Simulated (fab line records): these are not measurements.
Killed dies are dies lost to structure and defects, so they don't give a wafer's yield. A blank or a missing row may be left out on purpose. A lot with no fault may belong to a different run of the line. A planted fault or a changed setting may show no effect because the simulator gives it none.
A lot that was struck, set against a sound lot / flow berkeley-cmos170 / 17 steps out of a route of 331
Sound: wafers L318.1, L318.4, L318.6. Wafers L319.2, L319.4, L319.6 were the ones struck. Last of all comes the cause.
Per side, at each step with rows, come the tool, then ch with its chambers, and then its first start. Under that, the readings that differ: sound wafers / struck wafers / difference of the means / sigmas: that difference in standard deviations of wafers without a fault.
alike: readings whose means differ by less than 2 such deviations, and words and numbers that are the same on both sides. not compared: withheld readings, readings that some wafer has no value for, bounds like >300 that may hide the same value, and numbers for which the record gives no deviation and whose values overlap.
The two part at a step that has a row with sigmas, a row that says differs or no value, or rows on one side only. Numbers that have no deviation but don't overlap get no sigmas and don't part them. A reading that every wafer of one side lacks parts them only if that side has two wafers or more.

UCB170_PWELL_THK_MEAS_03:
  sound on film-metro-02 at day 3 01:43; struck on film-metro-04 at day 3 11:31
  alike: PWELL_OXIDE_THK
then, 2 steps without rows for these wafers: UCB170_PWELL_ANNEAL_04 (time 900 s); UCB170_PWELL_CVD_05 (deposits Si3N4 from SiH2Cl2/NH3, target thk 220 nm, time 3300 s).
UCB170_PWELL_THK_MEAS_06:
  sound on film-metro-02 at day 3 10:25; struck on film-metro-02 at day 3 16:37
  alike: PWELL_NITRIDE_THK
then, 6 steps without rows for these wafers: UCB170_PWELL_HMDS_07 (prime time 60 s); UCB170_PWELL_COAT_08 (resist thk 900 nm); UCB170_PWELL_SOFTBAKE_09 (time 60 s); UCB170_PWELL_EXPOSE_10 (exposes mask PWELL, target cd 3000 nm); UCB170_PWELL_PEB_11; UCB170_PWELL_DEVELOP_12 (develop time 45 s).
UCB170_PWELL_OVL_MEAS_13:
  sound on overlay-01 at day 3 12:11; struck on overlay-02 at day 3 18:10
  alike: PWELL_OVL
UCB170_PWELL_ETCH_14: etches Si3N4 in CH3F/Ar/O2, stops on SiO2, target depth 242 nm, time 151 s.
  sound on rie-diel-04 ch 1,2, day 3 12:13; struck on rie-diel-01 ch 1,2,3, day 3 18:12
reading=oes-product-au (a.u.); sound=0.947 0.940 0.944; struck=0.966 0.975 1.002; difference=+0.037; sigmas=+2
  alike: drypump-motor-current-A, mfc-ar-sccm, throttle-valve-pct
  not compared: rf-hours-counter-h
UCB170_PWELL_IMPLANT_15:
  sound on implanter-03 ch 0, day 3 12:19; struck on implanter-03 ch 0, day 3 18:20
reading=dose-ions-cm2; sound=5.004e+12 5.009e+12 5.009e+12; struck=2.747e+12 2.759e+12 2.75e+12; difference=-2.255e+12; sigmas=-99 or more
reading=faraday-current-uA; sound=15.8 16.0 16.3; struck=8.7 8.9 8.4; difference=-7.4; sigmas=-24
UCB170_PWELL_STRIP_16: strips in O2.
  sound on plasma-asher-03 ch 0,1, day 3 12:28; struck on plasma-asher-04 ch 0,1, day 3 18:27
  alike: drypump-motor-current-A, oes-product-au, strip-time-to-endpoint-s
  not compared: rf-hours-counter-h
UCB170_PWELL_TW_MEAS_17:
  sound on film-metro-02 at day 3 12:34; struck on film-metro-04 at day 3 18:34
reading=PWELL_TW; sound=377 377 378; struck=319 319 318; difference=-59; sigmas=-17
then, 1 step without rows for these wafers: UCB170_PWELL_CLEAN_18 (cleans in SPM, time 600 s).
-- the record jumps here: 5 days lie between the struck wafers' starts before and after (it left off in module PWELL and takes up again in module M3, whose first step shown is number 331 of the route) --
UCB170_M3_PROBE_99:
  the record has rows for the struck wafers here (prober-02, day 8 08:57) and none for the sound ones

## WHERE THEY PART
At UCB170_PWELL_ETCH_14 first; at UCB170_M3_PROBE_99 last (within this record only).

WHY: the cause the simulator had injected
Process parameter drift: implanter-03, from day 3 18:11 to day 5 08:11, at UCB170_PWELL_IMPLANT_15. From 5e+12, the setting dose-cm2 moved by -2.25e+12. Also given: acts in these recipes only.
